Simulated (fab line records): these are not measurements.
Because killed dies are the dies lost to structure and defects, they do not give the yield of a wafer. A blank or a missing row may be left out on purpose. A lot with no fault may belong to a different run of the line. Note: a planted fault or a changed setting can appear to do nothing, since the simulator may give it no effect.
Split-lot trial / flow berkeley-cmos170 / 23 wafers read from 5 lots, route of 331 steps

## THE SPLIT
At UCB170_FIELD_OXIDATION_01 (target thk 558.3 nm, ox time 7200 s), the setting temp-c was moved away from the recipe's 1000 C on 15 of the 23 wafers read, by -1.0% to +1.2%. The other wafers ran this setting at the recipe's value.

## FROM THE SPLIT TO THE READING: what the file shows between them, 9 steps
- UCB170_FIELD_THK_MEAS_02
- UCB170_FIELD_ANNEAL_03: time 1200 s
- UCB170_FIELD_WET_ETCH_04: etches SiO2 in dHF, time 60 s
- UCB170_FIELD_WET_ETCH_05: etches Si3N4 in H3PO4, time 12600 s
- UCB170_FIELD_WET_ETCH_06: etches SiO2 in BOE, time 22 s
- UCB170_FIELD_THK_MEAS_90
- UCB170_PVT_DEVELOP_05: develop time 45 s (also split here: develop-time-s)
- UCB170_PVT_IMPLANT_07
- UCB170_GATE_WET_ETCH_00: etches SiO2 in dHF, time 200 s

## THE READING
FIELD_OXIDE_LEFT_2_THK, in nm, at UCB170_FIELD_THK_MEAS_91. A value of 361 nm with a standard deviation of 12 nm is what fault-free wafers of this fab line usually give.

wafer=L077.1; tool, chamber at the split=furnace-04, 0; temp-c as run, C=1000; against the recipe=recipe; FIELD_OXIDE_LEFT_2_THK, nm=381; against lot-mates on the recipe=-
wafer=L077.4; tool, chamber at the split=furnace-04, 0; temp-c as run, C=1000; against the recipe=recipe; FIELD_OXIDE_LEFT_2_THK, nm=390; against lot-mates on the recipe=-
wafer=L077.5; tool, chamber at the split=furnace-04, 0; temp-c as run, C=1000; against the recipe=recipe; FIELD_OXIDE_LEFT_2_THK, nm=376; against lot-mates on the recipe=-
wafer=L079.2; tool, chamber at the split=-, -; temp-c as run, C=1011; against the recipe=+1.1%; FIELD_OXIDE_LEFT_2_THK, nm=396; against lot-mates on the recipe=no lot-mate on the recipe
wafer=L079.3; tool, chamber at the split=-, -; temp-c as run, C=1011; against the recipe=+1.1%; FIELD_OXIDE_LEFT_2_THK, nm=395; against lot-mates on the recipe=no lot-mate on the recipe
wafer=L079.4; tool, chamber at the split=-, -; temp-c as run, C=1011; against the recipe=+1.1%; FIELD_OXIDE_LEFT_2_THK, nm=410; against lot-mates on the recipe=no lot-mate on the recipe
wafer=L079.5; tool, chamber at the split=-, -; temp-c as run, C=1011; against the recipe=+1.1%; FIELD_OXIDE_LEFT_2_THK, nm=390; against lot-mates on the recipe=no lot-mate on the recipe
wafer=L079.6; tool, chamber at the split=-, -; temp-c as run, C=1011; against the recipe=+1.1%; FIELD_OXIDE_LEFT_2_THK, nm=394; against lot-mates on the recipe=no lot-mate on the recipe
wafer=L084.1; tool, chamber at the split=-, -; temp-c as run, C=1000; against the recipe=recipe; FIELD_OXIDE_LEFT_2_THK, nm=360; against lot-mates on the recipe=-
wafer=L084.2; tool, chamber at the split=-, -; temp-c as run, C=1000; against the recipe=recipe; FIELD_OXIDE_LEFT_2_THK, nm=366; against lot-mates on the recipe=-
wafer=L084.3; tool, chamber at the split=-, -; temp-c as run, C=1000; against the recipe=recipe; FIELD_OXIDE_LEFT_2_THK, nm=364; against lot-mates on the recipe=-
wafer=L084.5; tool, chamber at the split=-, -; temp-c as run, C=1000; against the recipe=recipe; FIELD_OXIDE_LEFT_2_THK, nm=364; against lot-mates on the recipe=-
wafer=L084.6; tool, chamber at the split=-, -; temp-c as run, C=1000; against the recipe=recipe; FIELD_OXIDE_LEFT_2_THK, nm=368; against lot-mates on the recipe=-
wafer=L081.1; tool, chamber at the split=-, -; temp-c as run, C=1012; against the recipe=+1.2%; FIELD_OXIDE_LEFT_2_THK, nm=408; against lot-mates on the recipe=no lot-mate on the recipe
wafer=L081.2; tool, chamber at the split=-, -; temp-c as run, C=1012; against the recipe=+1.2%; FIELD_OXIDE_LEFT_2_THK, nm=409; against lot-mates on the recipe=no lot-mate on the recipe
wafer=L081.4; tool, chamber at the split=-, -; temp-c as run, C=1012; against the recipe=+1.2%; FIELD_OXIDE_LEFT_2_THK, nm=409; against lot-mates on the recipe=no lot-mate on the recipe
wafer=L081.5; tool, chamber at the split=-, -; temp-c as run, C=1012; against the recipe=+1.2%; FIELD_OXIDE_LEFT_2_THK, nm=418; against lot-mates on the recipe=no lot-mate on the recipe
wafer=L081.6; tool, chamber at the split=-, -; temp-c as run, C=1012; against the recipe=+1.2%; FIELD_OXIDE_LEFT_2_THK, nm=422; against lot-mates on the recipe=no lot-mate on the recipe
wafer=L085.1; tool, chamber at the split=-, -; temp-c as run, C=990; against the recipe=-1.0%; FIELD_OXIDE_LEFT_2_THK, nm=314; against lot-mates on the recipe=no lot-mate on the recipe
wafer=L085.3; tool, chamber at the split=-, -; temp-c as run, C=990; against the recipe=-1.0%; FIELD_OXIDE_LEFT_2_THK, nm=316; against lot-mates on the recipe=no lot-mate on the recipe
wafer=L085.4; tool, chamber at the split=-, -; temp-c as run, C=990; against the recipe=-1.0%; FIELD_OXIDE_LEFT_2_THK, nm=313; against lot-mates on the recipe=no lot-mate on the recipe
wafer=L085.5; tool, chamber at the split=-, -; temp-c as run, C=990; against the recipe=-1.0%; FIELD_OXIDE_LEFT_2_THK, nm=308; against lot-mates on the recipe=no lot-mate on the recipe
wafer=L085.6; tool, chamber at the split=-, -; temp-c as run, C=990; against the recipe=-1.0%; FIELD_OXIDE_LEFT_2_THK, nm=319; against lot-mates on the recipe=no lot-mate on the recipe

FIT RESULTS
A straight line over all 23 wafers: FIELD_OXIDE_LEFT_2_THK changes by +40.5 nm for each +1% of temp-c; r = +0.95; the points scatter about the line by 11 nm.
Too few moved wafers have a lot-mate on the recipe to fit a line with each lot's own level taken away.

## THE WHOLE CHAIN: every reading that the file lists as answering this split, in the file's order
step=UCB170_FIELD_OXIDATION_01; what it does=target thk 558.3 nm, ox time 7200 s; reading=SiO2_of_FIELD_OXIDATION_01.thk-nm (the simulator's own value, which no gauge read); change (the file's fit)=+40.2 nm for each +1% of the setting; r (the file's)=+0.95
step=UCB170_FIELD_THK_MEAS_02; what it does=; reading=FIELD_OXIDE_THK; change (the file's fit)=+40.2 for each +1% of the setting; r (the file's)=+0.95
step=UCB170_FIELD_WET_ETCH_05; what it does=etches Si3N4 in H3PO4, time 12600 s; reading=SiO2_of_FIELD_OXIDATION_01.thk-nm (the simulator's own value, which no gauge read); change (the file's fit)=+40.8 nm for each +1% of the setting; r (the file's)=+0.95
step=UCB170_FIELD_THK_MEAS_90; what it does=; reading=FIELD_OXIDE_LEFT_1_THK; change (the file's fit)=+40.5 for each +1% of the setting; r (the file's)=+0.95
step=UCB170_FIELD_THK_MEAS_91; what it does=; reading=FIELD_OXIDE_LEFT_2_THK; change (the file's fit)=+40.6 for each +1% of the setting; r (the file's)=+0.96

## FILE'S OWN FIT
FIELD_OXIDE_LEFT_2_THK changes by +40.6 nm for each +1% of temp-c, r = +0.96.
